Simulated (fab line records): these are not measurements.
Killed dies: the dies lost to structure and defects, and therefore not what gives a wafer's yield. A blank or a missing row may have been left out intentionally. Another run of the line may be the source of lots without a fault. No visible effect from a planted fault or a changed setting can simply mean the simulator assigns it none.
The tool behind it: which one? -- flow berkeley-cmos170 -- 14 lots with 42 wafers sampled at 6 steps, on a route of 331 steps

WHAT THE GAUGES SHOWED, per wafer
UCB170_NWELL_THK_MEAS_05.
lot,measured,on,NWELL_NITRIDE_THK (nm)
L144,day 2 10:35,film-metro-03,224.1 223.4 223.3
L145,day 2 10:35,film-metro-02,225.6 226.5 225.7
L149,day 3 12:40,film-metro-03,224.2 223.3 224.5
L150,day 3 20:39,film-metro-02,223.5 223.8 222.5
L151,day 3 20:39,film-metro-04,219.1 218.3 218.1
L152,day 4 04:34,film-metro-02,221.8 222.6 222.0
L153,day 4 04:34,film-metro-03,223.3 224.4 225.7
L154,day 4 21:01,film-metro-02,224.6 223.6 221.8
L155,day 4 21:00,film-metro-04,225.9 225.3 225.3
L156,day 5 04:07,film-metro-02,381.1 379.6 378.5
L157,day 5 04:07,film-metro-03,381.4 380.6 379.7
L159,day 5 16:22,film-metro-03,223.8 223.3 224.9
L166,day 7 02:47,film-metro-02,225.1 225.1 226.9
L167,day 7 02:47,film-metro-03,223.6 222.3 222.4

UCB170_ACTIVE_OVL_MEAS_14.
lot,measured,on,ACTIVE_OVL (nm)
L144,day 5 01:32,overlay-02,9 -1 3
L145,day 5 00:55,overlay-01,1 5 -2
L149,day 5 21:47,overlay-02,-8 -4 -7
L150,day 6 04:26,overlay-01,8 1 -4
L151,day 6 03:54,overlay-01,1 1 6
L152,day 6 13:07,overlay-01,-9 -10 -14
L153,day 6 12:59,overlay-01,0 -1 -2
L154,day 7 07:20,overlay-01,9 4 7
L155,day 7 07:29,overlay-01,2 0 2
L159,day 7 23:14,overlay-01,-1 -3 2
L166,day 9 17:57,overlay-02,0 -9 -7
L167,day 9 18:11,overlay-02,-1 3 -10

UCB170_PVT_OVL_MEAS_06.
lot,measured,on,PVT_OVL (nm)
L144,day 6 13:28,overlay-01,3 -2 2
L145,day 6 13:45,overlay-01,-4 2 -3
L149,day 7 11:25,overlay-01,3 1 -3
L150,day 7 23:23,overlay-01,-3 -1 -4
L151,day 7 23:38,overlay-01,1 3 5
L152,day 8 06:45,overlay-01,6 15 5
L153,day 8 06:19,overlay-01,6 -1 -1
L154,day 9 02:26,overlay-01,-3 -7 -8
L155,day 9 02:43,overlay-01,13 12 8
L159,day 9 18:19,overlay-02,0 1 7
L166,day 11 08:32,overlay-02,-1 -6 -4
L167,day 11 08:10,overlay-01,4 4 11

UCB170_M2_OVL_MEAS_16.
lot,measured,on,M2_OVL (nm)
L144,day 8 13:54,overlay-02,4 -5 0
L145,day 8 13:35,overlay-02,5 5 -2
L149,day 9 12:04,overlay-02,-2 -6 5
L150,day 10 02:10,overlay-01,5 -6 0
L151,day 10 01:50,overlay-01,-16 -10 -12
L152,day 10 13:27,overlay-02,-1 -2 9
L153,day 10 08:47,overlay-01,5 16 6
L154,day 11 11:07,overlay-02,4 2 0
L155,day 11 10:23,overlay-02,6 -6 -2
L159,day 11 14:10,overlay-01,-3 -6 6
L166,day 13 08:41,overlay-02,7 -3 4
L167,day 13 09:11,overlay-02,8 0 6

TOOL THAT RAN EACH LOT (tool first, then ch and the chambers of the sampled wafers, then the start)
lot,UCB170_NWELL_CVD_04,UCB170_NWELL_ETCH_13
L144,"lpcvd-01 ch 0, day 2 08:38","rie-diel-03 ch 2,3, day 2 11:52"
L145,"lpcvd-01 ch 0, day 2 08:38","rie-diel-02 ch 2,3, day 2 11:38"
L149,"lpcvd-01 ch 0, day 3 10:44","rie-diel-03 ch 0,3, day 3 14:07"
L150,"lpcvd-02 ch 0, day 3 18:43","rie-diel-02 ch 0,2, day 3 21:55"
L151,"lpcvd-02 ch 1, day 3 18:43","rie-diel-01 ch 0,1,3, day 3 21:43"
L152,"lpcvd-02 ch 1, day 4 02:38","rie-diel-01 ch 0,1,2, day 4 05:39"
L153,"lpcvd-02 ch 1, day 4 02:38","rie-diel-03 ch 0,2,3, day 4 05:56"
L154,"lpcvd-01 ch 0, day 4 18:06","rie-diel-02 ch 0,1,3, day 4 22:04"
L155,"lpcvd-01 ch 0, day 4 18:06","rie-diel-01 ch 2,3, day 4 22:11"
L156,"lpcvd-01 ch 1, day 5 02:10","rie-diel-01 ch 1,3, day 5 05:02"
L157,"lpcvd-01 ch 0, day 5 02:10","rie-diel-03 ch 0,2,3, day 5 05:19"
L159,"lpcvd-02 ch 1, day 5 14:25","rie-diel-03 ch 0,1, day 5 17:27"
L166,"lpcvd-02 ch 1, day 7 00:51","rie-diel-03 ch 1,2,3, day 7 03:59"
L167,"lpcvd-02 ch 0, day 7 00:51","rie-diel-02 ch 0,1,3, day 7 04:32"
- UCB170_NWELL_CVD_04: deposits Si3N4 from SiH2Cl2/NH3, target thk 224 nm, time 3360 s.
- UCB170_NWELL_ETCH_13: etches Si3N4 in CH3F/Ar/O2, stops on SiO2, target depth 246.4 nm, time 154 s.

WHAT THE TOOLS THEMSELVES READ (means of the sampled wafers that have a number; where no wafer has one, the mark that the record gives instead)
UCB170_NWELL_CVD_04.
lot,tool,nh3-flow-sccm (sccm),spike-tc-centre-C (C),spike-tc-load-C (C),spike-tc-source-C (C),susceptor-temp-C (C),zone-power-load-pct (%)
L144,lpcvd-01,75.23,804.6,825.2,826.1,799.6,21.1
L145,lpcvd-01,74.83,803.7,825.3,825.8,799.9,21.1
L149,lpcvd-01,75.07,803.6,825.7,827.7,799.8,21.2
L150,lpcvd-02,74.54,802.1,827.2,821.0,800.0,21.1
L151,lpcvd-02,74.72,804.6,823.4,820.4,799.6,20.4
L152,lpcvd-02,74.87,804.3,823.7,820.3,799.6,20.5
L153,lpcvd-02,75.06,804.4,825.3,820.5,800.2,20.3
L154,lpcvd-01,75.46,803.5,824.4,826.9,799.9,21.1
L155,lpcvd-01,74.94,804.1,825.4,827.4,800.0,21.1
L156,lpcvd-01,75.19,838.6,859.8,860.3,834.7,24.4
L157,lpcvd-01,74.71,839.3,861.0,862.4,834.9,23.6
L159,lpcvd-02,74.93,805.6,823.2,821.3,800.1,20.6
L166,lpcvd-02,75.00,803.9,824.5,820.3,800.4,20.5
L167,lpcvd-02,74.97,801.5,827.2,822.0,799.3,20.9

UCB170_NWELL_ETCH_13.
lot,tool,drypump-motor-current-A (A),oes-product-au (a.u.),throttle-valve-pct (%)
L144,rie-diel-03,5.8,0.942,7.91
L145,rie-diel-02,5.1,0.945,8.00
L149,rie-diel-03,5.6,0.954,8.05
L150,rie-diel-02,5.1,0.950,7.86
L151,rie-diel-01,5.3,0.926,8.21
L152,rie-diel-01,5.2,0.925,8.22
L153,rie-diel-03,5.5,0.943,7.95
L154,rie-diel-02,5.1,0.936,7.99
L155,rie-diel-01,5.1,0.951,8.12
L156,rie-diel-01,5.4,1.001,8.28
L157,rie-diel-03,5.5,1.003,7.96
L159,rie-diel-03,5.5,0.946,8.02
L166,rie-diel-03,5.7,0.938,7.88
L167,rie-diel-02,5.1,0.938,7.99

THE ANSWER, worked out from the rows above alone
Rule: what is usual is taken from the lots themselves. The widest of any qualifying gaps counts: lots, ordered by their means at a reading, are off when they make up no more than a third of the lots, leave a main group of 4 or more, and stand apart from it by 3 or more times the standard deviation of that group's means. Not used: any main group whose means are identical at the precision the tables above print for the reading. Also off: a lot with no number at a reading for which 4 or more lots have one. Where the step has rows for the other lots, those lots are counted as sound. Order of review: gauges by route order, followed by the tools' own readings, for which a lot's mean as printed above is used. The first step at which some lot is off is used, and at that step the reading that is off furthest; a lot without a number counts as furthest.
Off: L156, L157, seen at UCB170_NWELL_THK_MEAS_05 (NWELL_NITRIDE_THK). Main group: mean 223.6 nm, sd 1.9.
A tool fits if, at a process step before that reading, it ran every lot that is off, and no sound lot after the first of them. Not tried: the gauges at UCB170_NWELL_THK_MEAS_05; whatever is off there is also off at UCB170_NWELL_CVD_04, on other tools, and gauge error can't account for it. One fits: UCB170_NWELL_CVD_04 on lpcvd-01. A fault onset in the window from L154 (day 4 18:06, its last sound lot) to L156 (day 5 02:10, its first lot off) fits.
The tool's own readings at UCB170_NWELL_CVD_04 bear it out: on the lots that are off they differ by more than 5 times the standard deviation of the sound lots' means. spike-tc-centre-C reads 839.0 C there against 803.8 C on the sound lots; spike-tc-load-C reads 860.4 C there against 825.0 C on the sound lots; spike-tc-source-C reads 861.3 C there against 823.3 C on the sound lots; susceptor-temp-C reads 834.8 C there against 799.9 C on the sound lots; zone-power-load-pct reads 24.0 % there against 20.8 % on the sound lots.

WHAT THE SIMULATOR PUT IN
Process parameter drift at UCB170_NWELL_CVD_04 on lpcvd-01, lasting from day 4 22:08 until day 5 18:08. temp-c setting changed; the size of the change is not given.
Shown lots that were struck: L157, L156. The rule given above showed the same thing.
